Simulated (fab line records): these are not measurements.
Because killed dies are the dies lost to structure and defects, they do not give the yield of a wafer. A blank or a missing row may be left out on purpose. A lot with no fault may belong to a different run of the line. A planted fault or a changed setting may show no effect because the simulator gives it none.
Which tool was responsible?    flow rit cmos    13 lots, 39 wafers sampled, at 4 steps of a route of 202

WHAT THE GAUGES READ, wafer by wafer
RIT_ACTIVE_BOW_MEAS_00. Usual: INCOMING_BOW 1 um, standard deviation 6.8.
lot   measured     on             INCOMING_BOW (um)  flag
L914  day 1 10:00  film metro-02  -8 -4 -2           
L915  day 1 15:00  film metro-01  1 -1 6             
L916  day 1 20:02  film metro-04  0 -9 4             
L917  day 2 01:00  film metro-04  9 8 11             
L919  day 2 11:01  film metro-01  6 8 -6             
L920  day 2 16:02  film metro-02  13 -3 -7           
L921  day 2 21:00  film metro-04  2 0 11             
L922  day 3 02:00  film metro-04  -8 -1 11           
L925  day 3 17:04  film metro-01  -1 -8 3            
L934  day 5 14:00  film metro-02  4 3 0              
L935  day 5 19:00  film metro-02  3 -5 -3            
L936  day 6 00:01  film metro-02  5 -8 -9            
L937  day 6 05:00  film metro-01  -13 -1 -4          

RIT_ACTIVE_CD_MEAS_11: target cd 1400 nm. Usual: cd nm 1399.8 nm, standard deviation 2.4.
lot   measured     on         cd nm (nm)            flag
L914  day 1 14:26  cd sem-02  1400.2 1399.4 1396.9  
L915  day 1 19:26  cd sem-02  1401.6 1400.9 1402.0  
L916  day 2 00:29  cd sem-01  1398.7 1399.2 1399.9  
L917  day 2 05:34  cd sem-02  1399.1 1397.4 1399.8  
L919  day 2 17:03  cd sem-01  1403.0 1400.9 1400.0  
L920  day 2 20:29  cd sem-01  1398.8 1398.5 1395.1  
L921  day 3 01:31  cd sem-01  1398.5 1397.7 1397.6  
L922  day 3 06:26  cd sem-02  1400.0 1403.7 1402.1  
L925  day 3 22:25  cd sem-02  1275.4 1275.2 1277.6  OFF
L934  day 5 18:48  cd sem-01  1404.1 1403.3 1403.1  
L935  day 5 23:26  cd sem-02  1398.3 1397.7 1397.8  
L936  day 6 05:20  cd sem-02  1401.9 1403.8 1401.3  
L937  day 6 10:28  cd sem-01  1402.1 1401.9 1401.9  

RIT_WELLDRIVE_RS_MEAS_02: uses a four-point probe to measure. Usual: PWELL_RS 430.1 ohm/sq, standard deviation 1.3.
lot   measured     on             PWELL_RS (ohm/sq)  flag
L914  day 2 05:10  film metro-03  428.4 429.2 428.6  
L915  day 2 08:46  film metro-03  433.0 431.8 433.4  
L916  day 2 14:20  film metro-02  430.9 430.2 429.2  
L917  day 2 20:00  film metro-01  429.2 431.4 429.4  
L919  day 3 07:08  film metro-01  429.7 430.3 430.0  
L920  day 3 09:43  film metro-03  431.0 429.9 430.7  
L921  day 3 15:59  film metro-01  428.2 428.9 428.2  
L922  day 4 02:05  film metro-03  431.5 430.7 431.3  
L925  day 4 14:55  film metro-03  432.4 431.4 430.3  
L934  day 6 08:03  film metro-03  431.3 431.5 430.9  
L935  day 6 13:08  film metro-03  429.0 428.4 429.6  
L936  day 6 18:53  film metro-03  430.9 430.2 430.1  
L937  day 7 00:10  film metro-02  429.6 428.5 428.7  

WHAT TOOL EACH LOT RAN ON (gives the tool, then ch and the chambers of the sampled wafers, and finally the start)
lot   RIT_ACTIVE_EXPOSE_08
L914  iline stepper-01 ch 0, day 1 14:02
L915  iline stepper-01 ch 0, day 1 19:02
L916  iline stepper-01 ch 0, day 2 00:05
L917  iline stepper-02 ch 0, day 2 05:10
L919  iline stepper-02 ch 0, day 2 16:39
L920  iline stepper-02 ch 0, day 2 20:05
L921  iline stepper-02 ch 0, day 3 01:07
L922  iline stepper-02 ch 0, day 3 06:02
L925  iline stepper-02 ch 0, day 3 21:59
L934  iline stepper-01 ch 0, day 5 18:24
L935  iline stepper-01 ch 0, day 5 23:02
L936  iline stepper-01 ch 0, day 6 04:50
L937  iline stepper-02 ch 0, day 6 10:04
- RIT_ACTIVE_EXPOSE_08: exposes mask M1, target cd 1400 nm.

AS READ BY THE TOOLS THEMSELVES (means over the sampled wafers that have a number; for cases with no such wafer, the mark the record gives instead)
The record holds no such reading with a usual standard deviation.

THE ANSWER, worked out from the rows above alone
Rule: take the mean of a lot's wafers that have a number; if it is more than 3 standard deviations from the usual mean, the lot is off. A lot without any number at a reading at which 4 lots or more have one is off too. Where the step has rows for the other lots, those lots are counted as sound. The gauges are gone through in route order, then the tools' own readings, and for those a lot's mean is taken as printed above. At the first step where some lot is off, the reading lying furthest off is the one used; lots without a number count as furthest.
Off, at RIT_ACTIVE_CD_MEAS_11 on cd nm: L925.
If a tool, at a process step before that reading, ran all the lots that are off and no sound lot after the first of them, it fits. The gauges at RIT_ACTIVE_CD_MEAS_11 are tried like those tools. None of those tried fits.

WHAT THE SIMULATOR HAD INSERTED
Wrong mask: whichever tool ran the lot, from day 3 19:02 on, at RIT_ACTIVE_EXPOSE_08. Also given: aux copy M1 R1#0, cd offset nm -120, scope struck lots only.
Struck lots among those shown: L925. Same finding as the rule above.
